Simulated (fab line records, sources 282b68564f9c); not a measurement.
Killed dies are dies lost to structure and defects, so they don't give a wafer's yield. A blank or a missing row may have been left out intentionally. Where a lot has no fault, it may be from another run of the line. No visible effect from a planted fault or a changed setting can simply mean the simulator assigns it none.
Which tool was responsible?    flow rit cmos    route of 202 steps, sampled at 1 step: 14 lots, 42 wafers

WHAT THE GAUGES READ, wafer by wafer
The record holds no reading of a measuring or inspecting step that can be judged against a usual standard deviation.

WHICH TOOL RAN EACH LOT (tool, then ch and the chambers of the sampled wafers, then the start)
lot   RIT_SPACER_ETCHBACK_05
L713  rie diel-01 ch 1,2, day 2 21:41
L714  rie diel-01 ch 0,1, day 3 04:07
L715  rie diel-04 ch 1,2, day 3 12:10
L716  rie diel-01 ch 1,2,3, day 3 14:32
L717  rie diel-02 ch 2,3, day 3 18:31
L718  rie diel-04 ch 0,1,3, day 3 23:43
L719  rie diel-04 ch 1,3, day 4 06:02
L720  rie diel-04 ch 0,3, day 4 14:05
L721  rie diel-02 ch 0,1,3, day 4 16:01
L722  rie diel-01 ch 0,1,3, day 4 19:21
L728  rie diel-02 ch 0,1,2, day 6 03:14
L731  rie diel-02 ch 0,1,2, day 6 21:11
L733  rie diel-01 ch 1,2,3, day 7 06:35
L734  rie diel-04 ch 0,1,2, day 7 09:27
- RIT_SPACER_ETCHBACK_05: etches Si3N4 in SF6/CHF3, stops on SiO2, target depth 250 nm, time 240 s.

AS READ BY THE TOOLS THEMSELVES (means over the sampled wafers that have a number; for cases with no such wafer, the mark the record gives instead)
RIT_SPACER_ETCHBACK_05.
lot   tool         CHF3_flow_sccm (sccm)  drypump motor current A (A)  oes product au (a.u.)  throttle valve pct (%)
L713  rie diel-01  29.99                  5.7                          0.818                  10.31
L714  rie diel-01  30.01                  6.2                          0.841                  10.20
L715  rie diel-04  29.98                  4.9                          0.838                  10.35
L716  rie diel-01  30.02                  6.1                          0.853                  10.25
L717  rie diel-02  30.01                  6.0                          0.845                  10.29
L718  rie diel-04  29.98                  5.8                          0.827                  10.15
L719  rie diel-04  30.08                  5.3                          0.835                  10.18
L720  rie diel-04  29.97                  6.3                          0.821                  10.11
L721  rie diel-02  30.01                  5.9                          0.840                  10.23
L722  rie diel-01  29.92                  6.1                          0.862                  10.16
L728  rie diel-02  30.01                  5.7                          0.753                  10.23
L731  rie diel-02  29.97                  5.7                          0.757                  10.22
L733  rie diel-01  29.99                  6.1                          0.836                  10.25
L734  rie diel-04  30.04                  5.4                          0.842                  10.32

THE ANSWER, worked out from the rows above alone
Rule: what is usual is taken from the lots themselves. The widest of any qualifying gaps counts: lots, ordered by their means at a reading, are off when they make up no more than a third of the lots, leave a main group of 4 or more, and stand apart from it by 3 or more times the standard deviation of that group's means. If all means in a main group match to the digits the tables above print for the reading, that group is not used. Also off: a lot with no number at a reading for which 4 or more lots have one. All remaining lots with rows at the step are treated as sound. Order of review: gauges by route order, followed by the tools' own readings, for which a lot's mean as printed above is used. At the first step where some lot is off, the reading lying furthest off is the one used; lots without a number count as furthest.
Off at RIT_SPACER_ETCHBACK_05 (oes product au): L728, L731. For the main group the mean is 0.838 a.u. and the standard deviation 0.012.
A tool fits if, at that step or a process step before it, it ran every lot that is off, and no sound lot after the first of them. One fits: rie diel-02 at RIT_SPACER_ETCHBACK_05. A fault onset in the window from L721 (day 4 16:01, its last sound lot) to L728 (day 6 03:14, its first lot off) fits.
The tool's own readings at RIT_SPACER_ETCHBACK_05 bear it out: on the lots that are off they differ by more than 5 times the standard deviation of the sound lots' means. oes product au reads 0.755 a.u. there against 0.838 a.u. on the sound lots.

WHAT HAD BEEN PUT IN BY THE SIMULATOR
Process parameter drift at RIT_SPACER_ETCHBACK_05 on rie diel-02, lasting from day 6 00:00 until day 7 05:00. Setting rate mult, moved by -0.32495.
Lots struck among those shown: L728, L731. The rule above reached the same finding.
